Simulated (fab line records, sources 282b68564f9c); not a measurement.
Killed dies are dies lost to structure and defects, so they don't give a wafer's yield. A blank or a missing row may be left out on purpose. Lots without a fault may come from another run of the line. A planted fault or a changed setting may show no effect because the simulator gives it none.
Problem report in the 8D (eight disciplines) form, filled by code | flow rit_cmos | the parts of the form that need people (team, actions taken, sign-off) are left out

1. THE PROBLEM
M1_AL_RS at RIT_M1_RS_MEAS_01 reads a mean of 0.0584 ohm/sq on 6 wafers of 2 lots; wafers without a fault read 0.0736 ohm/sq with a standard deviation of 0.00065. That is -23 standard deviations from the usual mean.
The step: measures by four-point-probe.
First seen on wafer L215.1, day 4 10:25, on film_metro-04. The record holds 42 wafers of 14 lots with a number at this step. Rule for "out", or "out of limits": more than 4 standard deviations from the usual mean. The other wafers with a number count as sound.

2. WHAT IT IS AND WHAT IT IS NOT
question                    | is                           | is not
which readings at this step | M1_AL_RS                     | -
which lots                  | L215, L217                   | L209, L210, L211, L212, L218, L223, L225, L227, L228, L229, L230, L232
which wafers of those lots  | all that have a number       | -
read on which gauges        | film_metro-03, film_metro-04 | film_metro-01
when                        | from day 4 10:25             | up to then (12 sound wafers); but 24 sound wafers of L218, L223, L225, L227, L228, L229, L230, L232 came after

3. SUSPECTS, AND WHAT RULES EACH OUT
Counting: a tool at a process step up to the reading stays a suspect if it ran every lot that is out and no sound lot after the first of them.
- the gauge at RIT_M1_RS_MEAS_01: ruled out. The wafers that are out were read on 2 gauges (film_metro-03, film_metro-04).
- pvd_sputter-01 at RIT_M1_SPUTTER_00 (material Al, target thk 400 nm, time 500 s): ruled out as a lasting fault. Sound lots L228, L230 ran on it after its first lot that is out, L215 (day 4 10:08).
Left after counting: nothing in the record.

4. THE CAUSE (what the simulator had put in)
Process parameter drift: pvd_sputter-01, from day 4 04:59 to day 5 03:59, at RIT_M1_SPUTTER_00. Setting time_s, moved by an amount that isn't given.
Counting ruled it out, wrongly: the rule takes a fault to strike every lot that its tool runs from its start on, and this one did not.

5. THE CHAIN OF EFFECTS, in route order
Each row: a reading whose mean over the struck wafers that have a number lies more than 3 standard deviations from the usual. Only readings for which the record gives a usual standard deviation are gone through. hours: the time from each lot's start at the first step in this table that gives one to its start at this step, as a median over the lots. sigmas: the change in usual standard deviations.
hours | step                 | reading        | usual         | on struck wafers | change  | sigmas
0     | RIT_M1_RS_MEAS_01    | M1_AL_RS       | 0.0736 ohm/sq | 0.0584           | -0.0152 | -23
0     | RIT_M1_THK_MEAS_02   | M1_AL_THK      | 405 nm        | 504              | +99     | +25
2     | RIT_M1_METAL_ETCH_12 | oes_product_au | 0.776 a.u.    | 0.885            | +0.109  | +7.8
The process steps in it:
- RIT_M1_METAL_ETCH_12: etches Al in Cl2/BCl3, stops on SiO2, time 165 s, target depth 600 nm.

6. WHAT WOULD HAVE CAUGHT IT SOONER
In this record the first reading out of limits at a measuring or inspecting step was taken at day 4 10:25, 5 hours after the fault began at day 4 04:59.
Of the tool readings at RIT_M1_SPUTTER_00 for which the record gives a usual standard deviation, none was out on any struck wafer, so an alarm limit of 4 standard deviations on them would not have fired.
